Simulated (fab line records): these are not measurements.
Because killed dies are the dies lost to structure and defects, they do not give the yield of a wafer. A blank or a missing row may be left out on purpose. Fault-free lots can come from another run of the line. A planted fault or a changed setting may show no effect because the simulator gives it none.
Comparing a struck lot with a sound one | flow ritCmos | 15 out of 202 route steps
Sound: these wafers, L949.1, L949.4, L949.5. Struck: wafers L965.1, L965.3, L965.5. Last of all comes the cause.
Order at every step that has rows: each side's tool, ch and its chambers, its first start. Under that, the readings that differ: sound wafers | struck wafers | difference of the means | sigmas: that difference in standard deviations of wafers without a fault.
alike: readings whose means differ by less than 2 such deviations, and words and numbers that are the same on both sides. not compared: withheld readings, readings that some wafer has no value for, bounds like >300 that may hide the same value, and numbers for which the record gives no deviation and whose values overlap.
Wherever a step has rows on one side only, a row that says differs or no value, or a row with sigmas, the two part there. Numbers that don't overlap but have no deviation are shown without sigmas and don't part them. A reading missing from all wafers of one side parts the sides only when that side holds two or more wafers.

RIT_M1_THK_MEAS_02: measures by xrf.
  sound on filmMetro-04 at day 4 09:47; struck on filmMetro-03 at day 7 13:31
reading        | sound       | struck      | difference | sigmas
M1_AL_THK (nm) | 397 395 397 | 408 405 407 | +10        | +2
then, 6 steps without rows for these wafers: RIT_M1_HMDS_03 (prime time 60 s); RIT_M1_COAT_04 (resist thk 1300 nm); RIT_M1_SOFTBAKE_05 (time 60 s); RIT_M1_EXPOSE_06 (exposes mask M12, target cd 2600 nm); RIT_M1_PEB_07; RIT_M1_DEVELOP_08 (develop time 68 s).
RIT_M1_CD_MEAS_09: the cd target is 2600 nm.
  sound on cdSem-01 at day 4 10:44; struck on cdSem-02 at day 7 14:28
  alike: cdNm
RIT_M1_OVL_MEAS_10:
  sound on overlay-01 at day 4 10:51; struck on overlay-01 at day 7 14:35
  alike: M1_OVL
then, 1 step without rows for these wafers: RIT_M1_HARDBAKE_11 (time 120 s).
RIT_M1_METAL_ETCH_12: etches Al in Cl2/BCl3, stops on SiO2, time 165 s, target depth 600 nm.
  sound on rieMetal-03 ch 0, day 4 11:08; struck on rieMetal-02 ch 0,1, day 7 14:52
  alike: drypumpMotorCurrentA, oesProductAu, throttleValvePct
  not compared: rfHoursCounterH
then, 1 step without rows for these wafers: RIT_M1_STRIP_13 (strips in nmp, time 600 s).
RIT_M1_STRIP_14: strips in O2, time 180 s.
  sound on plasmaAsher-03 ch 0,1, day 4 11:29; struck on plasmaAsher-03 ch 0,1, day 7 15:13
reading        | sound             | struck            | difference | sigmas
runLengthS (s) | 208.9 208.8 209.1 | 218.4 218.3 219.4 | +9.8       | +18
  alike: drypumpMotorCurrentA
  not compared: rfHoursCounterH
RIT_M1_CD_MEAS_90: the cd target is 2600 nm.
  sound on cdSem-02 at day 4 11:40; struck on cdSem-02 at day 7 15:29
  alike: cdNm
RIT_M1_PROBE_99:
  rows exist in the record for the sound wafers here (prober-02, day 4 13:25), none for the struck ones

== WHERE THEY PART ==
At RIT_M1_THK_MEAS_02 first; at RIT_M1_PROBE_99 last (within this record only).

WHY: what had been put in by the simulator
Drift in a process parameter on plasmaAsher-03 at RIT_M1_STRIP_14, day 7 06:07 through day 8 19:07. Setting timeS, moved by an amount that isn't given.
